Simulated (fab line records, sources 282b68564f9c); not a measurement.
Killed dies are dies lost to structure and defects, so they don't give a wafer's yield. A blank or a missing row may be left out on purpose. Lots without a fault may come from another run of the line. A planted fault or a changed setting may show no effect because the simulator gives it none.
Which tool did it? | flow rit_cmos | 7 lots, 21 wafers sampled, at 2 steps of a route of 202

WHAT THE GAUGES READ, wafer by wafer
RIT_SDANNEAL_RS_MEAS_04: measures by four-point-probe.
lot  | measured    | on            | PSD_RS (ohm/sq)
L723 | day 3 07:04 | film_metro-04 | 116.1 116.4 116.2
L725 | day 3 17:50 | film_metro-04 | 115.8 115.6 115.8
L727 | day 4 01:59 | film_metro-04 | 116.1 116.1 115.9
L731 | day 4 22:20 | film_metro-01 | 97.8 97.7 97.8 97.6 97.6 98.1
L740 | day 6 19:25 | film_metro-01 | 115.8 116.0 116.0
L743 | day 7 10:10 | film_metro-04 | 116.2 116.3 116.4
L745 | day 7 19:34 | film_metro-02 | 115.9 115.9 115.9

WHICH TOOL RAN EACH LOT (tool, then ch and the chambers of the sampled wafers, then the start)
lot  | RIT_SDANNEAL_RTA_03
L723 | rtp_anneal-01 ch 0, day 3 06:58
L725 | rtp_anneal-01 ch 0, day 3 17:46
L727 | rtp_anneal-01 ch 0, day 4 01:55
L731 | rtp_anneal-01 ch 0, day 4 22:06
L740 | rtp_anneal-02 ch 0, day 6 19:20
L743 | rtp_anneal-01 ch 0, day 7 10:05
L745 | rtp_anneal-01 ch 0, day 7 19:31
- RIT_SDANNEAL_RTA_03: time 5 s.

THE ANSWER, worked out from the rows above alone
Rule: what is usual is taken from the lots themselves. Put in order of their means at a reading, lots are off if they are a third of the lots or fewer, leave a main group of 4 or more, and stand apart from it by a gap of 3 or more times the standard deviation of the main group's means; of several such gaps the widest counts. A main group whose means are all the same, to the digits that the tables above print for the reading, isn't used. A lot without any number at a reading at which 4 lots or more have one is off too. The other lots that the step has rows for count as sound.
Off: L731, at RIT_SDANNEAL_RS_MEAS_04 (PSD_RS). The main group: mean 116.0 ohm/sq, standard deviation 0.19.
A tool fits if, at a process step before that reading, it ran every lot that is off, and no sound lot after the first of them. The gauges at RIT_SDANNEAL_RS_MEAS_04 are tried like those tools. None of those tried fits.

WHAT THE SIMULATOR HAD PUT IN
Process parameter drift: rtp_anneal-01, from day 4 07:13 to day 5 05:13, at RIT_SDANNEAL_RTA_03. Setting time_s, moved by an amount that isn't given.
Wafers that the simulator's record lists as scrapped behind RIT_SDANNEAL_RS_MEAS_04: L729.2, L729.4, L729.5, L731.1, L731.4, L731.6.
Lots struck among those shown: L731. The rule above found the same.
